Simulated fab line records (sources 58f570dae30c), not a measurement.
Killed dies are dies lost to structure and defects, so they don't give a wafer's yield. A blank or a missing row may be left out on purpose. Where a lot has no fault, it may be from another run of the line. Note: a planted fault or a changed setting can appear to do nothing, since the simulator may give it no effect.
Tool commonality check | flow berkeley-cmos170 | Lots sampled 14, wafers sampled 42

## THE REASON FOR OPENING IT
UCB170_PSD_TW_MEAS_10, reading PSD_TW: flagged on 2 of 14 lots. No-fault wafers: 2315, standard deviation 21.
Rule: flag the lot when none of its wafers has a number, or when each of its wafers that has one lies beyond 4 standard deviations from that mean. The other lots count as sound.

lot  | measured     | on            | PSD_TW, wafer by wafer | flag
L419 | day 8 01:55  | film-metro-02 | 2323 2313 2327         |
L418 | day 8 02:29  | film-metro-02 | 2312 2329 2324         |
L422 | day 8 07:46  | film-metro-03 | 2301 2284 2294         |
L420 | day 8 08:26  | film-metro-02 | 2329 2306 2333         |
L423 | day 8 19:28  | film-metro-01 | 2342 2331 2347         |
L425 | day 8 19:35  | film-metro-03 | 2293 2288 2291         |
L424 | day 8 19:51  | film-metro-02 | 2313 2318 2305         |
L430 | day 10 04:25 | film-metro-03 | 2293 2299 2276         |
L427 | day 10 10:19 | film-metro-03 | 2034 2049 2042         | FLAGGED
L438 | day 10 23:53 | film-metro-03 | 2284 2294 2272         |
L436 | day 11 00:23 | film-metro-03 | 2293 2293 2295         |
L433 | day 11 00:37 | film-metro-02 | 2076 2063 2074         | FLAGGED
L435 | day 11 13:16 | film-metro-01 | 2323 2335 2332         |
L440 | day 11 20:25 | film-metro-03 | 2291 2289 2288         |
Average over the flagged lots: 2056; offset from the usual -259, equal to -12 standard deviations.

## TOOL THAT RAN EACH LOT
Before the reading, the record contains 4 process steps out of a 331-step route. In each cell: the tool, then ch and the chambers that the sampled wafers went through, then the start.
lot  | flag    | UCB170_ACTIVE_STRIP_16              | UCB170_PFIELD_STRIP_08              | UCB170_PSD_IMPLANT_08           | UCB170_PSD_STRIP_09
L419 |         | plasma-asher-03 ch 0,1, day 5 01:56 | plasma-asher-04 ch 1, day 5 03:52   | implanter-01 ch 0, day 8 01:41  | plasma-asher-04 ch 0,1, day 8 01:48
L418 |         | plasma-asher-02 ch 0,1, day 5 02:16 | plasma-asher-03 ch 0,1, day 5 04:08 | implanter-01 ch 0, day 8 02:14  | plasma-asher-04 ch 0,1, day 8 02:23
L422 |         | plasma-asher-01 ch 0,1, day 5 17:15 | plasma-asher-02 ch 0,1, day 5 21:18 | implanter-03 ch 0, day 8 07:31  | plasma-asher-01 ch 0,1, day 8 07:40
L420 |         | plasma-asher-02 ch 0,1, day 5 17:10 | plasma-asher-03 ch 0,1, day 5 20:43 | implanter-01 ch 0, day 8 08:13  | plasma-asher-01 ch 0,1, day 8 08:21
L423 |         | plasma-asher-03 ch 0,1, day 6 01:12 | plasma-asher-03 ch 0,1, day 6 05:08 | implanter-03 ch 0, day 8 19:14  | plasma-asher-03 ch 1, day 8 19:22
L425 |         | plasma-asher-01 ch 0,1, day 6 01:01 | plasma-asher-02 ch 0,1, day 6 05:22 | implanter-02 ch 0, day 8 19:20  | plasma-asher-01 ch 0,1, day 8 19:29
L424 |         | plasma-asher-02 ch 0,1, day 6 00:25 | plasma-asher-04 ch 0,1, day 6 05:01 | implanter-01 ch 0, day 8 19:36  | plasma-asher-04 ch 0,1, day 8 19:45
L430 |         | plasma-asher-03 ch 0,1, day 7 07:53 | plasma-asher-03 ch 0,1, day 7 12:17 | implanter-02 ch 0, day 10 04:10 | plasma-asher-04 ch 0,1, day 10 04:19
L427 | FLAGGED | plasma-asher-03 ch 0,1, day 7 07:40 | plasma-asher-04 ch 0,1, day 7 11:36 | implanter-03 ch 0, day 10 10:05 | plasma-asher-03 ch 0,1, day 10 10:13
L438 |         | plasma-asher-02 ch 0,1, day 8 03:01 | plasma-asher-03 ch 0,1, day 8 07:39 | implanter-01 ch 0, day 10 23:38 | plasma-asher-01 ch 0,1, day 10 23:46
L436 |         | plasma-asher-01 ch 0,1, day 8 02:34 | plasma-asher-03 ch 0,1, day 8 07:13 | implanter-02 ch 0, day 11 00:08 | plasma-asher-04 ch 0,1, day 11 00:17
L433 | FLAGGED | plasma-asher-03 ch 0,1, day 8 02:47 | plasma-asher-04 ch 0,1, day 8 07:26 | implanter-03 ch 0, day 11 00:23 | plasma-asher-03 ch 0,1, day 11 00:30
L435 |         | plasma-asher-03 ch 0,1, day 8 13:23 | plasma-asher-02 ch 0,1, day 8 15:08 | implanter-02 ch 0, day 11 13:01 | plasma-asher-01 ch 0,1, day 11 13:10
L440 |         | plasma-asher-03 ch 0,1, day 9 00:05 | plasma-asher-04 ch 1, day 9 03:22   | implanter-01 ch 0, day 11 20:11 | plasma-asher-01 ch 0, day 11 20:18
What the steps here do:
- UCB170_ACTIVE_STRIP_16: strips in O2.
- UCB170_PFIELD_STRIP_08: strips in O2.
- UCB170_PSD_IMPLANT_08
- UCB170_PSD_STRIP_09: strips in O2.
- UCB170_PSD_TW_MEAS_10

## FLAGGED AGAINST TOTAL, ONE TOOL AT A TIME (gauges that did the reading follow at the end)
step                   | tool            | lots run | flagged | share of the flagged lots | sound lots run after its first flagged lot
UCB170_ACTIVE_STRIP_16 | plasma-asher-01 | 3        | 0       | none                      | -
UCB170_ACTIVE_STRIP_16 | plasma-asher-02 | 4        | 0       | none                      | -
UCB170_ACTIVE_STRIP_16 | plasma-asher-03 | 7        | 2       | all                       | 3 (L430,L435,L440)
UCB170_PFIELD_STRIP_08 | plasma-asher-02 | 3        | 0       | none                      | -
UCB170_PFIELD_STRIP_08 | plasma-asher-03 | 6        | 0       | none                      | -
UCB170_PFIELD_STRIP_08 | plasma-asher-04 | 5        | 2       | all                       | 1 (L440)
UCB170_PSD_IMPLANT_08  | implanter-01    | 6        | 0       | none                      | -
UCB170_PSD_IMPLANT_08  | implanter-02    | 4        | 0       | none                      | -
UCB170_PSD_IMPLANT_08  | implanter-03    | 4        | 2       | all                       | 0
UCB170_PSD_STRIP_09    | plasma-asher-01 | 6        | 0       | none                      | -
UCB170_PSD_STRIP_09    | plasma-asher-03 | 3        | 2       | all                       | 0
UCB170_PSD_STRIP_09    | plasma-asher-04 | 5        | 0       | none                      | -
UCB170_PSD_TW_MEAS_10  | film-metro-01   | 2        | 0       | none                      | -
UCB170_PSD_TW_MEAS_10  | film-metro-02   | 5        | 1       | some                      | 0
UCB170_PSD_TW_MEAS_10  | film-metro-03   | 7        | 1       | some                      | 3 (L438,L436,L440)

## WHAT THE TABLE PERMITS
4 rows of the table ran every flagged lot: plasma-asher-03 at UCB170_ACTIVE_STRIP_16, plasma-asher-04 at UCB170_PFIELD_STRIP_08, implanter-03 at UCB170_PSD_IMPLANT_08, plasma-asher-03 at UCB170_PSD_STRIP_09.
- plasma-asher-03 at UCB170_ACTIVE_STRIP_16: 2 of its 7 lots flagged. Lots that were sound ran on it after the first flagged one (L430, L435, L440); a persistent fault on the entire tool would not allow that.
- plasma-asher-04 at UCB170_PFIELD_STRIP_08: 2 of its 5 lots flagged. Lots that were sound ran on it after the first flagged one (L440); a persistent fault on the entire tool would not allow that.
- implanter-03 at UCB170_PSD_IMPLANT_08: 2 of its 4 lots flagged. A fault beginning between L423 (day 8 19:14), its last sound lot, and L427 (day 10 10:05), its first flagged one, fits the data. Its own readings lie more than 4 standard deviations out on every wafer of the flagged lots: dose-ions-cm2, faraday-current-uA.
- plasma-asher-03 at UCB170_PSD_STRIP_09: 2 of its 3 lots flagged. A fault beginning between L423 (day 8 19:22), its last sound lot, and L427 (day 10 10:13), its first flagged one, fits the data. Its own readings lie more than 4 standard deviations out on every wafer of the flagged lots: oes-product-au, strip-time-to-endpoint-s.
These 2 tools cannot be told apart by counting lots, since each of them fits a fault that started at some hour. More lots, or a look at what each step does to the wafer, might.

## WHAT THE SIMULATOR HAD PUT IN
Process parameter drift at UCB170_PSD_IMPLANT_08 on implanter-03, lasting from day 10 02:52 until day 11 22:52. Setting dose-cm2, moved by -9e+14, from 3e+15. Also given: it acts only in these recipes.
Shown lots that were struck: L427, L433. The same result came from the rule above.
